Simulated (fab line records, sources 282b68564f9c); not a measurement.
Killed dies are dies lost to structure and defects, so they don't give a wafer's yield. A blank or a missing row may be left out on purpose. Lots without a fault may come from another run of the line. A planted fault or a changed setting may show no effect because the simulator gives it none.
fab line records | flow rit_cmos
record lots=14 wafers=42 last_day=7
route steps=202 shown NRETRO@61
lots that met no fault: from a run of the same line without faults
start_h: hours from the record's first day to the start of the lot's first wafer shown | wait_h: hours since the lot's step before | " the same as in the row above | L1.1+2: a row that stands for several wafers | - no value, or no start given | * or withheld: withheld | < > ~ a bound
route shown NAME@n: a module of which the file shows steps, and the number in the route of the first | usual: mean/standard deviation of fault-free wafers | same: alike in all rows | chamber/n: place in a boat | sites: the reading at each site | _std_site: their standard deviation | _edge_site: outer sites' mean less inner sites' | radius_mm: how far each site lies from the wafer's centre | mask NAME#n: copy n | behind: the tool/chamber that last shaped the wafer | hold: why the lot was held/for how many hours/how that ended | device: the transistor (n, p or np) that didn't switch | end of line: the same wafers' tests at the end of the route | a step without rows: its recipe alone | killed: dies lost to structure and defects at the first sort, not the wafer's yield | map: a wafer's dies, x killed, . not, _ none there
set.NAME: the setting as run; set.NAME@STEP: as run at that earlier step | model.NAME: the simulator's own value behind a step, which no gauge read
steps of the route over a sample of lots; a table a step, a row a wafer
services: from which hour (start_h, from the record's first day; less than 0 if before it) a tool's chamber was out of use, for how many hours, and why
## steps
# step RIT_NRETRO_IMPLANT_08
# recipe species=P energy_kev=69.49 dose_cm2=1e+13 tilt_deg=7
# usual dose_ions_cm2=9.999e+12/9.5e+09 faraday_current_uA=31.7/0.64
# columns lot.wafer tool chamber start_h wait_h dose_ions_cm2 faraday_current_uA
L881.1 implanter-02 0 30.46 0.2 1.0003e+13 31.9
L881.2 " 0 " " 1.0007e+13 31.7
L881.6 " 0 " " 1.0002e+13 31.6
L882.1 implanter-02 0 34.04 0.2 9.993e+12 32.0
L882.2 " 0 " " 1.0009e+13 31.7
L882.4 " 0 " " 9.998e+12 30.9
L883.3 implanter-02 0 39.75 0.2 9.994e+12 32.7
L883.4 " 0 " " 9.992e+12 32.6
L883.5 " 0 " " 9.999e+12 31.7
L884.1 implanter-01 0 45.29 0.2 9.999e+12 31.4
L884.3 " 0 " " 1.0005e+13 31.7
L884.4 " 0 " " 9.991e+12 30.6
L885.1 implanter-01 0 51.50 0.2 1e+13 31.9
L885.4 " 0 " " 1.0004e+13 31.8
L885.5 " 0 " " 9.996e+12 32.7
L886.2 implanter-01 0 56.42 0.2 9.993e+12 30.6
L886.4 " 0 " " 9.984e+12 30.8
L886.5 " 0 " " 9.989e+12 31.9
L888.1 implanter-01 0 65.28 0.2 1.0003e+13 31.8
L888.3 " 0 " " 1.0009e+13 31.3
L888.5 " 0 " " 9.999e+12 32.6
L889.1 implanter-01 0 75.50 0.2 1.0002e+13 32.4
L889.3 " 0 " " 1.0001e+13 31.3
L889.6 " 0 " " 9.997e+12 31.3
L891.2 implanter-01 0 80.29 0.2 9.487e+12 28.9
L891.4 " 0 " " 9.469e+12 30.1
L891.5 " 0 " " 9.479e+12 30.1
L893.2 implanter-01 0 90.42 0.2 9.464e+12 29.3
L893.3 " 0 " " 9.469e+12 29.9
L893.4 " 0 " " 9.474e+12 29.9
L894.1 implanter-02 0 94.34 0.2 1.0015e+13 31.5
L894.5 " 0 " " 1.0009e+13 31.5
L894.6 " 0 " " 1.0001e+13 32.2
L900.1 implanter-02 0 125.96 0.2 1.0004e+13 30.6
L900.4 " 0 " " 1.0003e+13 31.3
L900.5 " 0 " " 1.0004e+13 31.8
L902.1 implanter-03 0 134.60 0.2 1.0001e+13 30.7
L902.2 " 0 " " 9.999e+12 31.4
L902.5 " 0 " " 1.0022e+13 32.9
L903.2 implanter-02 0 140.29 0.2 1.0003e+13 32.6
L903.3 " 0 " " 1e+13 31.5
L903.5 " 0 " " 9.999e+12 31.9
## services
# columns tool chamber start_h hours kind
implanter-01 - 53.72 1.8 repair
implanter-02 - 58.44 2.9 pm
implanter-02 - 78.32 2.1 repair
implanter-03 - 84.04 0.6 repair
implanter-03 - 94.10 1.7 repair
## key
first_sign step=RIT_NRETRO_IMPLANT_08 reading=dose_ions_cm2 direction=down sigmas=55 usual=9.999e+12 struck=9.474e+12
effect step=RIT_NRETRO_IMPLANT_08 reading=faraday_current_uA direction=down sigmas=3.2 usual=31.7 struck=29.7
met_at RIT_NRETRO_IMPLANT_08
struck_lots L891,L893
tester_left_out L891,L893
onset_between 75.50 80.29
fault kind=process_parameter_drift tool=implanter-01 chamber=- onset_h=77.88 steps=RIT_NRETRO_IMPLANT_08 channel=dose_cm2 offset=-5.2592e+11 shape=step end_h=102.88 acts_in=these_recipes_only stated=1e+13
# tester_left_out: of these lots the tester's yield and bins aren't shown, on N5 and GAA mostly nor the transistor test; their killed dies are dies lost to structure and defects alone, not to doping, threshold or leakage, so they don't give the yield
